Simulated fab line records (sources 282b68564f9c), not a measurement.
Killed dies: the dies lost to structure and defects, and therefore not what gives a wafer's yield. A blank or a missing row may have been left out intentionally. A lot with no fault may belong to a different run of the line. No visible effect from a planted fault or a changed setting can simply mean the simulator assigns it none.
fab line records | flow rit-cmos
record lots=5 wafers=15 last-day=8
route steps=202 shown PLDD@122 SPACER@125 NSD@131 PSD@142 SDANNEAL@153 M1@202
lots that met no fault: from a run of the same line without faults
start-h: start of the lot's first displayed wafer, in hours after the record's first day | wait-h: hours since the lot's step before | " unchanged from the row above | L1.1+2: a single row standing in for several wafers | - no value present, or no start provided | * or withheld: withheld | < > ~ a bound
route shown NAME@n: NAME is a module with steps in the file, n the number in the route of the first one | usual: the fault-free wafers' mean and standard deviation | same: alike in all rows | chamber/n: place in a boat | sites: per-site readings | _std_site: standard deviation of those values | _edge_site: outer sites' mean less inner sites' | radius-mm: how far each site lies from the wafer's centre | mask NAME#n: copy n | behind: tool/chamber where the wafer was last shaped | hold: reason for holding the lot/hours on hold/outcome of the hold | device: the n, p or np transistor that did not switch | end of line: the route-end tests of the same wafers | where a step has no rows: the recipe by itself | killed: dies that structure and defects cost at the first sort, which is not the same as the wafer's yield | map: the dies of a wafer, with x for killed, . for not killed, _ for no die there
set.NAME: the setting as run; set.NAME@STEP: as run at that earlier step | model.NAME: the simulator's own value behind a step, which no gauge read
lots seen at some steps along the route; tables by step, rows by wafer
services: a tool's chamber out of use, with start hour (start-h, from the record's first day; less than 0 if before it), hours out, and reason
## steps
# step RIT_PLDD_IMPLANT_08
# recipe species=BF2 energy-kev=20 dose-cm2=9e+14 tilt-deg=7
# step RIT_PLDD_STRIP_09
# recipe chemistry=O2 time-s=180 resist=NOVOLAK platen-temp-c=withheld power-w=500 pressure-mtorr=4000 o2-flow-sccm=4000
# usual drypump-motor-current-A=6.0/0.47
# columns lot.wafer tool chamber start-h wait-h drypump-motor-current-A rf-hours-counter-h
L654.1 plasma-asher-02 0 71.67 0.1 6.1 44
L654.3 " 1 " " 5.3 -
L654.4 " 0 " " 6.1 -
L655.2 plasma-asher-04 1 74.17 0.1 6.7 45
L655.4 " 1 " " 6.7 -
L655.5 " 1 " " 6.7 -
L663.1 plasma-asher-04 1 119.78 0.1 6.7 48
L663.3 " 1 " " 6.7 -
L663.4 " 0 " " 6.3 -
L670.1 plasma-asher-04 1 158.56 0.1 6.7 52
L670.2 " 0 " " 6.3 52
L670.3 " 1 " " 6.7 -
L672.1 plasma-asher-04 1 165.26 0.1 6.7 53
L672.2 " 0 " " 6.3 53
L672.5 " 0 " " 6.3 -
# step RIT_PLDD_TW_MEAS_10
# usual PLDD_TW=2330/18
# columns lot.wafer tool chamber start-h wait-h PLDD_TW
L654.1 film-metro-03 - 71.85 0.1 2373
L654.3 " - " " 2379
L654.4 " - " " 2370
L655.2 film-metro-03 - 74.42 0.2 2362
L655.4 " - " " 2367
L655.5 " - " " 2363
L663.1 film-metro-01 - 119.96 0.1 2330
L663.3 " - " " 2324
L663.4 " - " " 2326
L670.1 film-metro-01 - 158.74 0.1 2328
L670.2 " - " " 2332
L670.3 " - " " 2333
L672.1 film-metro-01 - 165.44 0.1 2332
L672.2 " - " " 2330
L672.5 " - " " 2334
# step RIT_SPACER_CLEAN_00
# recipe chemistry=SC1 mix=3:3:50 time-s=600 temp-c=75
# step RIT_SPACER_CLEAN_01
# recipe chemistry=dHF dilution=50:1 time-s=30
# step RIT_SPACER_CLEAN_02
# recipe chemistry=SC2 mix=3:3:50 time-s=600 temp-c=75 dry=n2-spin
# step RIT_SPACER_CVD_03
# recipe material=Si3N4 target-thk-nm=250 temp-c=810 precursor=SiH2Cl2/NH3 time-s=3300 pressure-mtorr=300 sih2cl2-flow-sccm=60 nh3-flow-sccm=150
# step RIT_SPACER_THK_MEAS_04
# recipe reads=Si3N4_of_SPACER_CVD_03
# usual SPACER_NITRIDE_THK=249.4/2.5
# columns lot.wafer tool chamber start-h wait-h SPACER_NITRIDE_THK[nm]
L654.1 film-metro-04 - 74.80 0.0 248.9
L654.3 " - " " 248.6
L654.4 " - " " 250.1
L655.2 film-metro-03 - 76.76 0.0 250.9
L655.4 " - " " 250.3
L655.5 " - " " 252.1
L663.1 film-metro-04 - 122.54 0.0 248.6
L663.3 " - " " 248.6
L663.4 " - " " 246.4
L670.1 film-metro-01 - 161.26 0.0 249.8
L670.2 " - " " 249.6
L670.3 " - " " 249.2
L672.1 film-metro-01 - 169.56 0.0 249.3
L672.2 " - " " 250.4
L672.5 " - " " 251.0
# step RIT_SPACER_ETCHBACK_05
# recipe target-depth-a=2500 SF6_flow_sccm=30 CHF3_flow_sccm=30 target=Si3N4 chemistry=SF6/CHF3 pressure-mtorr=40 rf-w=250 time-s=240 stop-on=SiO2
# usual drypump-motor-current-A=5.7/0.4 oes-product-au=0.844/0.015 throttle-valve-pct=10.33/0.19
# columns lot.wafer tool chamber start-h wait-h drypump-motor-current-A oes-product-au rf-hours-counter-h throttle-valve-pct
L654.1 rie-diel-01 3 74.86 0.1 5.8 0.836 51 10.01
L654.3 " 0 " " 5.2 0.832 119 10.34
L654.4 " 1 " " 5.6 0.850 162 10.48
L655.2 rie-diel-03 1 76.81 0.0 5.4 0.834 63 10.43
L655.4 " 3 " " 5.6 0.849 54 9.90
L655.5 " 2 " " 5.1 0.853 - 10.27
L663.1 rie-diel-01 0 122.60 0.1 5.2 0.815 120 10.32
L663.3 " 2 " " 6.0 0.832 48 10.45
L663.4 " 1 " " 5.6 0.834 0 10.51
L670.1 rie-diel-01 1 161.32 0.1 5.6 0.845 1 10.50
L670.2 " 0 " " 5.2 0.821 121 10.34
L670.3 " 2 " " 6.0 0.833 49 10.46
L672.1 rie-diel-03 1 169.62 0.1 5.5 0.834 65 10.42
L672.2 " 2 " " 5.1 0.849 143 10.27
L672.5 " 1 " " 5.5 0.825 - 10.43
# step RIT_NSD_HMDS_00
# recipe prime-time-s=60 prime-temp-c=140
# step RIT_NSD_COAT_01
# recipe resist=NOVOLAK spin-rpm=3250 resist-thk-nm=1000
# step RIT_NSD_SOFTBAKE_02
# recipe resist=NOVOLAK temp-c=90 time-s=60
# step RIT_NSD_EXPOSE_03
# recipe mask-id=M9 na=0.57 target-cd-nm=40700 dose-mj=250
# columns lot.wafer tool chamber start-h wait-h mask
L654.1+3+4 iline-stepper-02 0 75.69 0.2 M9#0
L655.2+4+5 iline-stepper-02 0 77.43 0.1 M10#0
L663.1+3+4 iline-stepper-01 0 123.20 0.1 M9#0
L670.1+2+3 iline-stepper-01 0 162.12 0.2 M9#0
L672.1+2+5 iline-stepper-02 0 170.22 0.1 M9#0
# step RIT_NSD_PEB_04
# recipe resist=NOVOLAK temp-c=withheld time-s=withheld
# step RIT_NSD_DEVELOP_05
# recipe resist=NOVOLAK develop-time-s=50 dev-temp-c=23
# step RIT_NSD_OVL_MEAS_06
# usual NSD_OVL=-1.1/1.3
# columns lot.wafer tool chamber start-h wait-h NSD_OVL[nm]
L654.1 overlay-01 - 76.09 - -4.1
L654.3 " - " " -3.5
L654.4 " - " " -3.7
L655.2 overlay-01 - 77.82 - -
L655.4 " - " " -
L655.5 " - " " -
L663.1 overlay-02 - 123.60 - 1.0
L663.3 " - " " 0.2
L663.4 " - " " 1.0
L670.1 overlay-02 - 162.52 - -2.7
L670.2 " - " " -2.1
L670.3 " - " " -1.1
L672.1 overlay-01 - 170.62 - -1.6
L672.2 " - " " -1.9
L672.5 " - " " -3.2
# step RIT_NSD_HARDBAKE_07
# recipe resist=NOVOLAK temp-c=140 time-s=60
# step RIT_NSD_IMPLANT_08
# recipe species=P energy-kev=25 dose-cm2=1e+15 tilt-deg=7
# step RIT_NSD_STRIP_09
# recipe chemistry=O2 time-s=180 resist=NOVOLAK platen-temp-c=withheld power-w=500 pressure-mtorr=4000 o2-flow-sccm=4000
# usual drypump-motor-current-A=6.0/0.38
# columns lot.wafer tool chamber start-h wait-h drypump-motor-current-A rf-hours-counter-h
L654.1 plasma-asher-04 0 76.43 0.1 6.3 45
L654.3 " 1 " " 6.6 -
L654.4 " 0 " " 6.4 -
L655.2 plasma-asher-03 0 78.15 0.1 6.0 43
L655.4 " 1 " " 5.7 -
L655.5 " 1 " " 5.7 -
L663.1 plasma-asher-04 1 123.94 0.1 6.7 49
L663.3 " 1 " " 6.6 -
L663.4 " 0 " " 6.3 -
L670.1 plasma-asher-04 0 162.85 0.1 6.3 53
L670.2 " 1 " " 6.7 53
L670.3 " 1 " " 6.7 -
L672.1 plasma-asher-03 1 170.96 0.1 5.7 53
L672.2 " 0 " " 6.0 53
L672.5 " 1 " " 5.7 -
# step RIT_NSD_TW_MEAS_10
# usual NSD_TW=3100/27
# columns lot.wafer tool chamber start-h wait-h NSD_TW
L654.1 film-metro-02 - 76.61 0.1 3079
L654.3 " - " " 3071
L654.4 " - " " 3092
L655.2 film-metro-03 - 78.33 0.1 30
L655.4 " - " " 30
L655.5 " - " " 30
L663.1 film-metro-02 - 124.11 0.1 3096
L663.3 " - " " 3084
L663.4 " - " " 3088
L670.1 film-metro-03 - 163.03 0.1 3147
L670.2 " - " " 3118
L670.3 " - " " 3136
L672.1 film-metro-03 - 171.13 0.1 3129
L672.2 " - " " 3132
L672.5 " - " " 3121
# step RIT_PSD_HMDS_00
# recipe prime-time-s=60 prime-temp-c=140
# step RIT_PSD_COAT_01
# recipe resist=NOVOLAK spin-rpm=3250 resist-thk-nm=1000
# step RIT_PSD_SOFTBAKE_02
# recipe resist=NOVOLAK temp-c=90 time-s=60
# step RIT_PSD_EXPOSE_03
# recipe mask-id=M10 na=0.57 target-cd-nm=40900 dose-mj=250
# step RIT_PSD_PEB_04
# recipe resist=NOVOLAK temp-c=withheld time-s=withheld
# step RIT_PSD_DEVELOP_05
# recipe resist=NOVOLAK develop-time-s=50 dev-temp-c=23
# step RIT_PSD_OVL_MEAS_06
# usual PSD_OVL=-0.7/1.5
# columns lot.wafer tool chamber start-h wait-h PSD_OVL[nm]
L654.1 overlay-01 - 77.52 - -0.7
L654.3 " - " " -1.1
L654.4 " - " " -3.0
L655.2 overlay-01 - 79.36 - 1.6
L655.4 " - " " 2.1
L655.5 " - " " 2.4
L663.1 overlay-01 - 125.21 - -2.3
L663.3 " - " " -2.2
L663.4 " - " " -2.9
L670.1 overlay-01 - 164.06 - -2.8
L670.2 " - " " -1.5
L670.3 " - " " -1.4
L672.1 overlay-02 - 172.04 - 1.7
L672.2 " - " " 0.5
L672.5 " - " " -0.7
# step RIT_PSD_HARDBAKE_07
# recipe resist=NOVOLAK temp-c=140 time-s=60
# step RIT_PSD_IMPLANT_08
# recipe species=BF2 energy-kev=27 dose-cm2=5e+15 tilt-deg=7
# step RIT_PSD_STRIP_09
# recipe chemistry=O2 time-s=180 resist=NOVOLAK platen-temp-c=withheld power-w=500 pressure-mtorr=4000 o2-flow-sccm=4000
# usual drypump-motor-current-A=5.70/0.26
# columns lot.wafer tool chamber start-h wait-h drypump-motor-current-A rf-hours-counter-h
L654.1 plasma-asher-01 1 77.85 0.1 5.64 25
L654.3 " 1 " " 5.66 -
L654.4 " 0 " " 5.61 -
L655.2 plasma-asher-03 1 79.69 0.1 5.68 43
L655.4 " 1 " " 5.68 -
L655.5 " 0 " " 6.03 -
L663.1 plasma-asher-02 1 125.69 0.1 5.25 1
L663.3 " 1 " " 5.23 -
L663.4 " 0 " " 6.06 -
L670.1 plasma-asher-01 1 164.40 0.1 5.63 35
L670.2 " 0 " " 5.63 35
L670.3 " 0 " " 5.64 -
L672.1 plasma-asher-02 0 172.38 0.1 6.06 6
L672.2 " 1 " " 5.22 6
L672.5 " 0 " " 6.05 -
# step RIT_PSD_TW_MEAS_10
# usual PSD_TW=3417/31
# columns lot.wafer tool chamber start-h wait-h PSD_TW
L654.1 film-metro-02 - 78.03 0.1 3400
L654.3 " - " " 3395
L654.4 " - " " 3372
L655.2 film-metro-03 - 79.88 0.1 3640
L655.4 " - " " 3647
L655.5 " - " " 3629
L663.1 film-metro-01 - 125.86 0.1 3431
L663.3 " - " " 3396
L663.4 " - " " 3430
L670.1 film-metro-03 - 164.58 0.1 3413
L670.2 " - " " 3430
L670.3 " - " " 3433
L672.1 film-metro-02 - 172.55 0.1 3382
L672.2 " - " " 3379
L672.5 " - " " 3359
# step RIT_SDANNEAL_CLEAN_00
# recipe chemistry=SC1 mix=3:3:50 time-s=600 temp-c=75
# step RIT_M1_PROBE_99
# usual killed-at-contacts=0.1/0.23 killed-at-front-end=7/3.1 killed-dies=7/3.1 killed-on-rim=1.8/1.4 killed-open=3.3/2 killed-short=3.6/1.9
# same gross-dies=264 killed_at_M0_to_M3=0 killed_at_M4_up=0 killed-at-back-side=0 killed-at-other=0
# columns lot.wafer tool chamber start-h wait-h killed-at-contacts killed-at-front-end killed-dies killed-on-rim killed-open killed-short
L654.1 prober-01 - 85.94 0.1 0 8 8 2 4 4
L654.3 prober-01 - 86.04 0.2 0 11 11 5 3 8
L654.4 prober-01 - 86.09 0.2 0 8 8 0 6 2
L655.2 prober-02 - 88.11 0.1 0 264 264 70 5 4
L655.4 prober-02 - 88.21 0.2 0 264 264 70 7 5
L655.5 prober-02 - 88.26 0.2 0 264 264 70 3 4
L670.1 prober-01 - 172.97 0.1 0 7 7 3 3 4
L670.2 prober-01 - 173.02 0.1 0 9 9 4 5 4
L670.3 prober-01 - 173.07 0.2 1 4 5 0 4 1
L672.1 prober-02 - 180.41 0.1 0 5 5 3 2 3
L672.2 prober-02 - 180.46 0.1 0 5 5 0 1 4
L672.5 prober-02 - 180.61 0.2 0 4 4 3 2 2
# killed by level:class
L654.1 FOX1:geometric-particle:short=2 GATE:geometric-particle:short=2 GATE:geometric-particle:open=2 ACTIVE:geometric-particle:open=1 REOX:geometric-particle:open=1
L654.3 GATE:geometric-particle:short=4 FOX1:geometric-particle:short=2 FOX2:geometric-particle:open=2 SILICIDE:geometric-particle:short=2 GATE:geometric-particle:open=1
L654.4 FOX1:geometric-particle:open=2 FOX2:geometric-particle:open=1 GATE:geometric-particle:open=1 GATE:geometric-particle:short=1 REOX:geometric-particle:open=1 SILICIDE:geometric-particle:short=1 SILICIDE:geometric-particle:open=1
L655.2 NSD:area-expose=255 GATE:geometric-particle:open=2 GATE:geometric-particle:short=2 SPACER:geometric-particle:open=2 FOX1:geometric-particle:short=1 FOX1:geometric-particle:open=1 SPACER:geometric-particle:short=1
L655.4 NSD:area-expose=252 SPACER:geometric-particle:open=3 FOX2:geometric-particle:open=2 GATE:geometric-particle:open=2 SPACER:geometric-particle:short=2 FOX1:geometric-particle:short=1 FOX2:geometric-particle:short=1 GATE:geometric-particle:short=1
L655.5 NSD:area-expose=257 GATE:geometric-particle:open=2 SPACER:geometric-particle:short=2 FOX2:geometric-particle:open=1 GATE:geometric-particle:short=1 SILICIDE:geometric-particle:short=1
L670.1 REOX:geometric-particle:short=3 GATE:geometric-particle:open=2 FOX1:geometric-particle:short=1 FOX2:geometric-particle:open=1
L670.2 GATE:geometric-particle:open=4 FOX1:geometric-particle:short=1 FOX2:geometric-particle:short=1 REOX:geometric-particle:short=1 SPACER:geometric-particle:open=1 SILICIDE:geometric-particle:short=1
L670.3 GATE:geometric-particle:open=3 GATE:geometric-particle:short=1 CONTACT:geometric-particle:open=1
L672.1 FOX1:geometric-particle:short=2 FOX1:geometric-particle:open=1 GATE:geometric-particle:open=1 SILICIDE:geometric-particle:short=1
L672.2 GATE:geometric-particle:short=2 GATE:geometric-particle:open=1 REOX:geometric-particle:short=1 SILICIDE:geometric-particle:short=1
L672.5 FOX1:geometric-particle:short=2 GATE:geometric-particle:open=2
# map L655.2 (x killed, . not)
________xxxxxxx_______
_____xxxxxxxxxxxxx____
____xxxxxxxxxxxxxxx___
___xxxxxxxxxxxxxxxxx__
__xxxxxxxxxxxxxxxxxxx_
__xxxxxxxxxxxxxxxxxxx_
_xxxxxxxxxxxxxxxxxxxxx
_xxxxxxxxxxxxxxxxxxxxx
_xxxxxxxxxxxxxxxxxxxxx
_xxxxxxxxxxxxxxxxxxxxx
__xxxxxxxxxxxxxxxxxxx_
__xxxxxxxxxxxxxxxxxxx_
___xxxxxxxxxxxxxxxxx__
____xxxxxxxxxxxxxxx___
_____xxxxxxxxxxxxx____
________xxxxxxx_______
# map L672.1 (x killed, . not)
________......._______
_____.............____
____...............___
___.................__
__..................._
__...........x......._
_x..x.................
_x....................
_.....................
_.....................
__..................._
__.................x._
___.................__
____...............___
_____.............____
________......._______
## services
# columns tool chamber start-h hours kind
plasma-asher-01 - 50.84 2.4 repair
iline-stepper-02 - 59.77 14.4 repair
rie-diel-01 - 80.40 0.5 repair
plasma-asher-04 - 82.67 4.3 pm
rie-diel-01 1 90.89 4.3 repair
plasma-asher-03 - 92.75 3.4 repair
rie-diel-03 0 94.63 17.8 repair
rie-diel-01 1 95.66 - clean
rie-diel-01 1 95.66 14.0 scheduled-down
rie-diel-01 1 95.66 14.0 vent-cycle
plasma-asher-04 - 100.14 10.0 pm
plasma-asher-01 - 102.78 0.8 repair
plasma-asher-02 - 108.75 9.0 pm
plasma-asher-02 0 108.75 9.0 vent-cycle
plasma-asher-02 1 108.75 9.0 vent-cycle
plasma-asher-02 0 117.75 - clean
plasma-asher-02 1 117.75 - clean
rie-diel-03 2 123.99 8.1 repair
rie-diel-03 0 132.12 - clean
rie-diel-03 0 132.12 12.7 scheduled-down
rie-diel-03 0 132.12 12.7 vent-cycle
plasma-asher-04 - 145.66 1.5 repair
plasma-asher-03 - 150.50 1.7 repair
## key
first-sign step=RIT_NSD_EXPOSE_03 reading=mask direction=changed
effect step=RIT_NSD_OVL_MEAS_06 reading=NSD_OVL direction=missing
effect step=RIT_NSD_TW_MEAS_10 reading=NSD_TW direction=down sigmas=99+ usual=3100 struck=30
effect step=RIT_PSD_TW_MEAS_10 reading=PSD_TW direction=up sigmas=7.1 usual=3417 struck=3639
effect step=RIT_M1_PROBE_99 reading=killed-dies direction=up sigmas=84 usual=7 struck=264
more-kills-born-at RIT_NSD_EXPOSE_03@iline-stepper-02=764
met-at RIT_NSD_EXPOSE_03
struck-wafers L655.2,L655.4,L655.5
tester-left-out L655
onset-between 75.69 77.43
fault kind=wrong-mask tool=any chamber=- onset-h=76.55 steps=RIT_NSD_EXPOSE_03 aux-copy=M10#0 scope=struck-lots-only
# tester-left-out: of these lots the tester's yield and bins aren't shown, on N5 and GAA mostly nor the transistor test; their killed dies are dies lost to structure and defects alone, not to doping, threshold or leakage, so they don't give the yield
